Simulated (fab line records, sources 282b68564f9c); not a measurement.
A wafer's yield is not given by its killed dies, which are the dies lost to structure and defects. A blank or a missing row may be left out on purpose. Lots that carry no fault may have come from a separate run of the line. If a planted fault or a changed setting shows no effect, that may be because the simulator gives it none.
fab line records    flow ritCmos
record: lots: 14  wafers: 42  lastDay: 7
route steps=202 shown M1@189
lots that met no fault: taken from a fault-free run of the same line
startH: the number of hours between the record's first day and the start of the first shown wafer of the lot    waitH: time in hours since the lot's previous step    " unchanged from the row above    L1.1+2: several wafers, shown together as one row    - no value, or no start was given    * or withheld: withheld    < > ~ a bound
route shown NAME@n: a module of which the file shows steps, and the number in the route of the first    usual: mean and standard deviation over wafers with no fault    same: alike in all rows    chamber/n: place in a boat    sites: per-site readings    _std_site: the standard deviation of these    _edge_site: the outer-site mean with the inner-site mean subtracted    radiusMm: how far each site lies from the wafer's centre    mask NAME#n: copy n    behind: tool/chamber where the wafer was last shaped    hold: cause of the lot's hold/its duration in hours/its outcome    device: the n, p or np transistor that did not switch    end of line: the route-end tests of the same wafers    where a step has no rows: the recipe by itself    killed: dies that structure and defects cost at the first sort, which is not the same as the wafer's yield    map: the dies of a wafer, with x for killed, . for not killed, _ for no die there
set.NAME: the setting the step ran with; set.NAME@STEP: the setting that earlier step ran with    model.NAME: the simulator's own value behind a step, which no gauge read
the route's steps for a sample of lots (tables are steps, rows are wafers)
== steps ==
step: RIT_M1_SOFTBAKE_05
recipe: resist: NOVOLAK  tempC: 90  timeS: 60
usual: chillPlateTempC: 22.98/0.12  heaterPowerTotalW: 34.56/0.051  plateTempC: 90.01/0.11
lot.wafer  tool           chamber  startH  waitH  chillPlateTempC  heaterPowerTotalW  plateTempC
L935.1     lithoTrack-01  0        56.53   0.1    22.79            34.59              89.97
L935.4     "              0        "       "      22.97            34.61              90.07
L935.5     "              0        "       "      22.92            34.53              89.96
L936.2     lithoTrack-02  0        64.82   0.1    23.06            34.49              90.12
L936.4     "              0        "       "      23.16            34.57              89.93
L936.6     "              0        "       "      22.97            34.50              90.06
L937.2     lithoTrack-04  0        70.09   0.1    22.90            34.59              90.03
L937.3     "              0        "       "      23.11            34.52              90.11
L937.5     "              0        "       "      22.87            34.64              89.87
L938.1     lithoTrack-04  0        76.68   0.1    22.91            34.53              89.94
L938.3     "              0        "       "      23.10            34.52              89.91
L938.4     "              0        "       "      22.91            34.60              90.14
L939.2     lithoTrack-04  0        80.73   0.1    22.91            34.59              89.90
L939.4     "              0        "       "      23.11            34.50              90.04
L939.6     "              0        "       "      22.82            34.53              90.09
L940.1     lithoTrack-02  0        86.02   0.1    22.96            34.58              89.95
L940.2     "              0        "       "      22.89            34.61              89.90
L940.3     "              0        "       "      22.89            34.59              89.84
L941.2     lithoTrack-01  0        89.48   0.1    22.91            34.61              90.16
L941.4     "              0        "       "      22.87            34.66              89.99
L941.5     "              0        "       "      23.01            34.61              90.28
L942.2     lithoTrack-01  0        94.54   0.1    22.72            34.48              90.01
L942.4     "              0        "       "      23.00            34.53              90.14
L942.6     "              0        "       "      22.97            34.55              90.00
L943.1     lithoTrack-04  0        102.78  0.1    22.77            34.58              90.04
L943.3     "              0        "       "      22.97            34.58              90.02
L943.5     "              0        "       "      23.06            34.66              90.07
L944.2     lithoTrack-01  0        104.60  0.1    22.99            35.50              91.61
L944.4     "              0        "       "      22.88            35.50              91.56
L944.5     "              0        "       "      22.96            35.28              91.74
L945.4     lithoTrack-02  0        110.50  0.1    23.18            34.58              89.91
L945.5     "              0        "       "      23.20            34.59              89.84
L945.6     "              0        "       "      23.03            34.57              89.89
L948.2     lithoTrack-01  0        121.31  0.1    23.14            35.46              91.61
L948.3     "              0        "       "      23.21            35.44              91.42
L948.5     "              0        "       "      23.06            35.37              91.71
L954.1     lithoTrack-04  0        154.04  0.1    23.10            34.45              89.85
L954.2     "              0        "       "      23.17            34.56              89.99
L954.5     "              0        "       "      23.10            34.59              90.04
L957.1     lithoTrack-02  0        168.22  0.1    22.95            34.59              89.97
L957.2     "              0        "       "      23.01            34.57              89.97
L957.4     "              0        "       "      23.20            34.60              90.08
step: RIT_M1_PROBE_99
usual: defectLimitedYield: 97.4/1  killedAtContacts: 0.1/0.3  killedAtFrontEnd: 6.7/2.6  killedDies: 6.8/2.6  killedOpen: 3.3/1.7  killedShort: 3.4/2  sort_bin_3_pad_short: 0.1/0.24  sort_bin_5_function: 1.5/0.77  sort_bin_6_memory: 1.0/0.61  sortNPass: 257.2/2.6  sortYieldPct: 97.4/1
same: grossDies: 264  killed_at_M0_to_M3: 0  killed_at_M4_up: 0  killedAtBackSide: 0  killedAtOther: 0
lot.wafer  tool       chamber  startH  waitH  defectLimitedYield[%]  killedAtContacts  killedAtFrontEnd  killedDies  killedOpen  killedShort  sort_bin_3_pad_short[%]  sort_bin_5_function[%]  sort_bin_6_memory[%]  sortNPass  sortYieldPct[%]
L939.2     prober-01  -        83.99   0.1    97.0                   0                 8                 8           4           4            0                        2.3                     0.8                   256.0      97.0
L939.4     prober-01  -        84.09   0.2    97.0                   0                 8                 8           4           4            0                        1.1                     1.9                   256.0      97.0
L939.6     prober-01  -        84.19   0.2    97.7                   0                 6                 6           1           4            0.4                      1.1                     0.8                   258.0      97.7
L940.1     prober-02  -        89.39   0.1    96.6                   0                 9                 9           4           5            0.8                      1.5                     1.1                   255.0      96.6
L940.2     prober-02  -        89.44   0.1    99.2                   0                 2                 2           0           2            0                        0.8                     0                     262.0      99.2
L940.3     prober-02  -        89.49   0.2    96.2                   0                 10                10          3           7            0                        2.7                     1.1                   254.0      96.2
L941.2     prober-01  -        92.74   0.1    98.5                   0                 4                 4           2           2            0                        0.8                     0.8                   260.0      98.5
L941.4     prober-01  -        92.84   0.2    97.3                   0                 7                 7           5           2            0                        1.5                     1.1                   257.0      97.3
L941.5     prober-01  -        92.89   0.2    97.3                   0                 7                 7           5           2            0                        1.1                     1.5                   257.0      97.3
L942.2     prober-02  -        97.96   0.1    97.7                   0                 6                 6           2           4            0.8                      0.4                     1.1                   258.0      97.7
L942.4     prober-02  -        98.06   0.2    98.9                   0                 3                 3           2           1            0                        0.4                     0.8                   261.0      98.9
L942.6     prober-02  -        98.16   0.2    97.0                   0                 8                 8           3           5            0                        1.9                     1.1                   256.0      97.0
L944.2     prober-01  -        108.15  0.1    98.1                   0                 5                 5           4           1            0                        0.8                     1.1                   259.0      98.1
L944.4     prober-01  -        108.25  0.2    98.1                   0                 5                 5           3           2            0                        1.5                     0.4                   259.0      98.1
L944.5     prober-01  -        108.30  0.2    97.7                   0                 6                 6           3           3            0                        0.8                     1.5                   258.0      97.7
L945.4     prober-01  -        113.81  0.2    97.3                   0                 7                 7           6           1            0                        1.9                     0.8                   257.0      97.3
killed by level:class
L939.2 REOX:geometricParticle:short=3 GATE:geometricParticle:open=2 FOX2:geometricParticle:open=1 GATE:geometricParticle:short=1 SPACER:geometricParticle:open=1
L939.4 GATE:geometricParticle:short=3 GATE:geometricParticle:open=2 ACTIVE:geometricParticle:open=1 FOX1:geometricParticle:open=1 FOX1:geometricParticle:short=1
L939.6 REOX:geometricParticle:short=3 GATE:geometricParticle:short=1 SILICIDE:geometricParticle:open=1 PLDD:coatMicrobubblePrinted=1
L940.1 GATE:geometricParticle:short=3 GATE:geometricParticle:open=2 REOX:geometricParticle:short=2 SPACER:geometricParticle:open=2
L940.2 SPACER:geometricParticle:short=1 SILICIDE:geometricParticle:short=1
L940.3 GATE:geometricParticle:short=2 GATE:geometricParticle:open=2 REOX:geometricParticle:short=2 FOX1:geometricParticle:short=1 REOX:geometricParticle:open=1 SPACER:geometricParticle:short=1 SILICIDE:geometricParticle:short=1
L941.2 GATE:geometricParticle:short=2 FOX1:geometricParticle:open=1 GATE:geometricParticle:open=1
L941.4 FOX1:geometricParticle:short=2 FOX2:geometricParticle:open=2 GATE:geometricParticle:open=2 FOX1:geometricParticle:open=1
L941.5 GATE:geometricParticle:open=2 FOX1:geometricParticle:open=1 FOX1:geometricParticle:short=1 FOX2:geometricParticle:open=1 FOX2:geometricParticle:short=1 SILICIDE:geometricParticle:open=1
L942.2 ACTIVE:geometricParticle:short=1 FOX1:geometricParticle:short=1 GATE:geometricParticle:short=1 GATE:geometricParticle:open=1 SILICIDE:geometricParticle:open=1 SILICIDE:geometricParticle:short=1
L942.4 GATE:geometricParticle:open=2 GATE:geometricParticle:short=1
L942.6 SPACER:geometricParticle:short=3 GATE:geometricParticle:open=2 FOX2:geometricParticle:open=1 GATE:geometricParticle:short=1 SILICIDE:geometricParticle:short=1
L944.2 REOX:geometricParticle:open=2 FOX1:geometricParticle:open=1 FOX1:geometricParticle:short=1 SPACER:geometricParticle:open=1
L944.4 REOX:geometricParticle:open=2 FOX2:geometricParticle:open=1 GATE:geometricParticle:short=1 SILICIDE:geometricParticle:short=1
L944.5 GATE:geometricParticle:short=2 GATE:geometricParticle:open=2 REOX:geometricParticle:short=1 REOX:geometricParticle:open=1
L945.4 GATE:geometricParticle:open=5 SPACER:geometricParticle:short=1 SILICIDE:geometricParticle:open=1
== key ==
firstSign: step: RIT_M1_SOFTBAKE_05  reading: heaterPowerTotalW  direction: up  sigmas: 17  usual: 34.56  struck: 35.42
effect: step: RIT_M1_SOFTBAKE_05  reading: plateTempC  direction: up  sigmas: 14  usual: *  struck: *
metAt RIT_M1_SOFTBAKE_05
struckLots L944,L948
onsetBetween 94.54 104.60
fault: kind: processParameterDrift  tool: lithoTrack-01  chamber: -  onsetH: 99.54  steps: RIT_M1_SOFTBAKE_05  channel: tempC  offset: *  shape: step  endH: 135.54  actsIn: *  stated: *
